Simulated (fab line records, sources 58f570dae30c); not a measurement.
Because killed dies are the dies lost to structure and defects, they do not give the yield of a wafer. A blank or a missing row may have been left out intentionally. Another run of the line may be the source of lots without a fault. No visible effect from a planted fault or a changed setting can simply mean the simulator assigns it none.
Matching of chambers    flow berkeley_cmos170    4 sister chambers for UCB170_V2_CMP_02 on cmp-01
The step polishes SiO2. 7 wafers are shown with their chamber, then 8 later ones without.

== WAFERS, EACH WITH ITS CHAMBER ==
wafer   chamber  motor_current_A (A)  slurry_filter_dp_kPa (kPa)
L662.6  2        14.5                 13.65
L664.3  0        17.0                 13.62
L664.4  3        13.7                 13.53
L665.1  1        15.4                 13.41
L665.3  3        14.3                 13.37
L665.4  0        17.5                 13.35
L667.3  1        15.5                 13.36

== WAFERS MISSING THEIR CHAMBER ==
wafer   motor_current_A (A)  slurry_filter_dp_kPa (kPa)
L667.4  12.9                 13.53
L667.5  15.6                 13.54
L666.4  14.6                 13.61
L666.5  17.8                 13.48
L666.6  14.0                 13.42
L670.2  13.3                 13.55
L670.3  15.8                 13.70
L670.6  13.9                 13.55

== THE CHAMBER EACH PASSED THROUGH ==
wafer   from the rows above      in truth
L667.4  can't be placed: 3 or 2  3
L667.5  1                        1
L666.4  can't be placed: 2 or 3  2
L666.5  0                        0
L666.6  3                        3
L670.2  can't be placed: 3 or 2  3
L670.3  can't be placed: 1 or 2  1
L670.6  can't be placed: 3 or 2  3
Correct placement for 3 of the 8. Can't be placed from these rows: 5 (the true chamber is among the candidates in 5). 0 placed wrongly.
How it was worked out, from the rows above alone: a wafer's distance from a chamber is the root of the sum, over the readings, of the square of ((its reading less the chamber's mean) divided by the reading's scatter). The wafer belongs to the nearest chamber; if the next one is less than 2 further off, it can't be placed. A chamber's mean is the mean of its shown wafers. The scatter: the root of (the sum of the squares of (reading less its chamber's mean) over the shown wafers, divided by (wafers less chambers)).
